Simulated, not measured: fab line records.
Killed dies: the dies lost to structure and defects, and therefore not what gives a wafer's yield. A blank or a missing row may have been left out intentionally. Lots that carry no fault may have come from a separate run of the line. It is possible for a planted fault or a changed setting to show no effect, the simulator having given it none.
Which of the tools did it?    flow berkeley_cmos170    15 lots, 45 wafers sampled, at 3 steps of a route of 331

== WHAT THE GAUGES SHOWED, per wafer ==
UCB170_V1_BOW_MEAS_03.
lot   measured      on             V1_BOW (um)
L686  day 7 03:58   film_metro-04  22 21 21
L687  day 7 14:59   film_metro-03  23 17 3
L691  day 8 01:53   film_metro-01  19 14 15
L690  day 8 02:12   film_metro-04  20 20 16
L692  day 8 10:48   film_metro-01  28 18 23
L693  day 8 20:47   film_metro-01  9 8 25
L701  day 10 06:32  film_metro-01  23 25 39
L702  day 10 16:50  film_metro-03  20 26 27
L704  day 10 17:26  film_metro-03  8 12 31
L705  day 10 17:08  film_metro-01  13 22 26
L703  day 10 17:47  film_metro-01  17 14 22
L706  day 11 17:25  film_metro-03  24 29 14
L708  day 11 17:07  film_metro-01  16 28 20
L707  day 11 17:08  film_metro-04  15 10 20
L709  day 12 01:42  film_metro-04  15 9 26

UCB170_M2_OVL_MEAS_16.
lot   measured      on          M2_OVL (nm)
L686  day 7 08:29   overlay-01  -4 -6 6
L687  day 7 21:07   overlay-01  14 6 5
L691  day 8 08:27   overlay-02  0 -7 -1
L690  day 8 08:11   overlay-01  -12 -11 -12
L692  day 8 17:52   overlay-01  -1 5 3
L693  day 9 01:17   overlay-02  -7 -4 -4
L701  day 10 11:41  overlay-02  0 5 -2
L702  day 10 21:36  overlay-01  -2 3 0
L704  day 10 22:26  overlay-02  -5 -3 0
L705  day 10 21:52  overlay-01  -6 -3 -6
L703  day 10 23:01  overlay-02  -4 -5 -1
L706  day 11 21:50  overlay-02  -12 -10 -8
L708  day 11 21:16  overlay-01  0 0 -3
L707  day 11 21:28  overlay-02  -5 -3 -1
L709  day 12 10:50  overlay-02  -6 -1 2

== WHICH TOOL RAN EACH LOT (tool, then ch and the chambers of the sampled wafers, then the start) ==
lot   UCB170_CONTACT_ETCH_18
L686  rie_diel-01 ch 2,3, day 7 03:58 or earlier
L687  rie_diel-02 ch 1,2,3, day 7 14:59 or earlier
L691  rie_diel-03 ch 0,1,3, day 8 01:53 or earlier
L690  rie_diel-02 ch 2,3, day 8 02:12 or earlier
L692  rie_diel-03 ch 0,1,3, day 8 10:48 or earlier
L693  rie_diel-02 ch 1,3, day 8 20:47 or earlier
L701  rie_diel-01 ch 0,1,3, day 10 06:32 or earlier
L702  rie_diel-03 ch 1,2, day 10 16:50 or earlier
L704  rie_diel-01 ch 1,3, day 10 17:26 or earlier
L705  rie_diel-02 ch 0,2,3, day 10 17:08 or earlier
L703  rie_diel-03 ch 0,1,2, day 10 17:47 or earlier
L706  rie_diel-02 ch 2,3, day 11 17:25 or earlier
L708  rie_diel-03 ch 0,2,3, day 11 17:07 or earlier
L707  rie_diel-01 ch 0,1, day 11 17:08 or earlier
L709  rie_diel-03 ch 1,2,3, day 12 01:42 or earlier
- UCB170_CONTACT_ETCH_18: etches PSG in CHF3/CF4/Ar, stops on TiSi2, target depth 840 nm, time 195 s.

== WHAT THE TOOLS THEMSELVES READ (means of the sampled wafers that have a number; where no wafer has one, the mark that the record gives instead) ==
UCB170_CONTACT_ETCH_18.
lot   tool         drypump_motor_current_A (A)  oes_product_au (a.u.)  throttle_valve_pct (%)
L686  rie_diel-01  5.75                         0.883                  7.04
L687  rie_diel-02  5.74                         0.888                  7.01
L691  rie_diel-03  5.83                         0.892                  6.98
L690  rie_diel-02  5.66                         0.890                  7.02
L692  rie_diel-03  5.80                         0.890                  6.99
L693  rie_diel-02  5.88                         0.880                  6.98
L701  rie_diel-01  5.78                         0.895                  7.00
L702  rie_diel-03  6.11                         0.900                  6.97
L704  rie_diel-01  5.87                         0.893                  7.06
L705  rie_diel-02  5.84                         0.910                  7.03
L703  rie_diel-03  5.92                         0.897                  6.92
L706  rie_diel-02  5.65                         0.918                  7.01
L708  rie_diel-03  5.72                         0.890                  6.94
L707  rie_diel-01  5.68                         0.904                  6.97
L709  rie_diel-03  5.89                         0.900                  6.98

== THE ANSWER, worked out from the rows above alone ==
Rule: usual is defined by the lots themselves. The widest of any qualifying gaps counts: lots, ordered by their means at a reading, are off when they make up no more than a third of the lots, leave a main group of 4 or more, and stand apart from it by 3 or more times the standard deviation of that group's means. Not used: any main group whose means are identical at the precision the tables above print for the reading. Also off: a lot with no number at a reading for which 4 or more lots have one. The other lots that the step has rows for count as sound. After the gauges, taken in route order, come the tools' own readings; for these a lot's mean is taken, as printed above. The first step at which some lot is off is used, and at that step the reading that is off furthest; a lot without a number counts as furthest.
Nothing can be told from this: no lot is off at any reading shown.

== WHAT HAD BEEN PUT IN BY THE SIMULATOR ==
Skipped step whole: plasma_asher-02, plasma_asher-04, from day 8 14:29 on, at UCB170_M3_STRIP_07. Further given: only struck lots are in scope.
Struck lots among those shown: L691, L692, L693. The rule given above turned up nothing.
